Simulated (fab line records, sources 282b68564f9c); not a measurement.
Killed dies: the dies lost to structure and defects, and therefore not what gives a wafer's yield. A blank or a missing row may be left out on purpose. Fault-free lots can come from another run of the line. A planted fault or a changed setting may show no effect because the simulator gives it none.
Code-filled problem report in 8D (eight disciplines) form / flow rit cmos / the parts of the form that need people (team, actions taken, sign-off) are left out

== 1. WHAT WENT WRONG ==
Mean CONTACT_TEOS_THK at RIT_CONTACT_THK_MEAS_01: 352 nm over 2 wafers in 2 lots; fault-free wafers: 414 nm, standard deviation 5.2. Measured from the usual mean, that is -12 standard deviations.
First seen on wafer L440.5, day 4 13:25, on film metro-03. Wafers with a number at this step in the record: 42, from 14 lots. The rule behind "out" and "out of limits": a value lying over 4 standard deviations away from the usual mean. The rest of the wafers with a number are treated as sound.

== 2. WHAT THIS IS AND IS NOT ==
question=which readings at this step | is=CONTACT_TEOS_THK | is not=-
question=which lots | is=L440, L443 | is not=L433, L434, L435, L436, L447, L448, L450, L451, L453, L454, L455, L456
question=which wafers of those lots | is=L440.5, L443.1 | is not=L440.1, L440.6, L443.2, L443.6
question=read on which gauges | is=film metro-01, film metro-03 | is not=film metro-02
question=when | is=from day 4 13:25 | is not=up to then (14 sound wafers); but 26 sound wafers of L443, L447, L448, L450, L451, L453, L454, L455, L456 came after

== 3. WHAT RULES OUT EACH SUSPECT ==
Counting: any tool at a process step up to the reading remains a suspect provided it ran every lot that is out. Sound lots after the first of them don't rule it out here, since some wafers of a struck lot are sound.
- the gauge at RIT_CONTACT_THK_MEAS_01 has been ruled out. Those wafers that are out were read across 2 gauges (film metro-01, film metro-03).
- pecvd-03 at RIT_CONTACT_CVD_00 (deposits SiO2 from TEOS, target thk 400 nm, time 63.41 s): kept. It ran every lot that is out, first L440 (day 4 13:20); its last sound lot up to then is L434 (day 3 11:50).
- In pecvd-03 at RIT_CONTACT_CVD_00, the wafers that are out were processed in chamber 0 and their sound lot-mates in chambers 1, 2.
Remaining after the count: pecvd-03 at RIT_CONTACT_CVD_00.

== 4. THE CAUSE (what the simulator had put in) ==
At RIT_CONTACT_CVD_00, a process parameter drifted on pecvd-03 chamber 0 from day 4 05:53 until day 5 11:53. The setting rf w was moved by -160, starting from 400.
The count eliminated every tool but this one.

== 5. THE CHAIN OF EFFECTS, in route order ==
One row per reading whose mean, taken over the struck wafers that have a number, lies over 3 standard deviations from the usual. Readings are gone through only where the record gives a usual standard deviation; hours: the median, over the lots, of the time from a lot's start at the first step in this table giving one to that lot's start at this step; sigmas: the change measured in usual standard deviations.
hours=0; step=RIT_CONTACT_THK_MEAS_01; reading=CONTACT_TEOS_THK; usual=414 nm; on struck wafers=352; change=-62; sigmas=-12

== 6. WHAT WOULD HAVE CAUGHT IT SOONER ==
The first out-of-limits reading at a measuring or inspecting step in this record came at day 4 13:25, 8 hours after the fault's start at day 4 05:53.
No tool reading at RIT_CONTACT_CVD_00 that has a usual standard deviation in the record was out on any struck wafer, so an alarm limit of 4 standard deviations on those readings would not have fired.
Lots out: 2; of these, L443 started RIT_CONTACT_CVD_00 on pecvd-03 after day 4 13:25. A tool hold placed at that time would have kept it from harm.
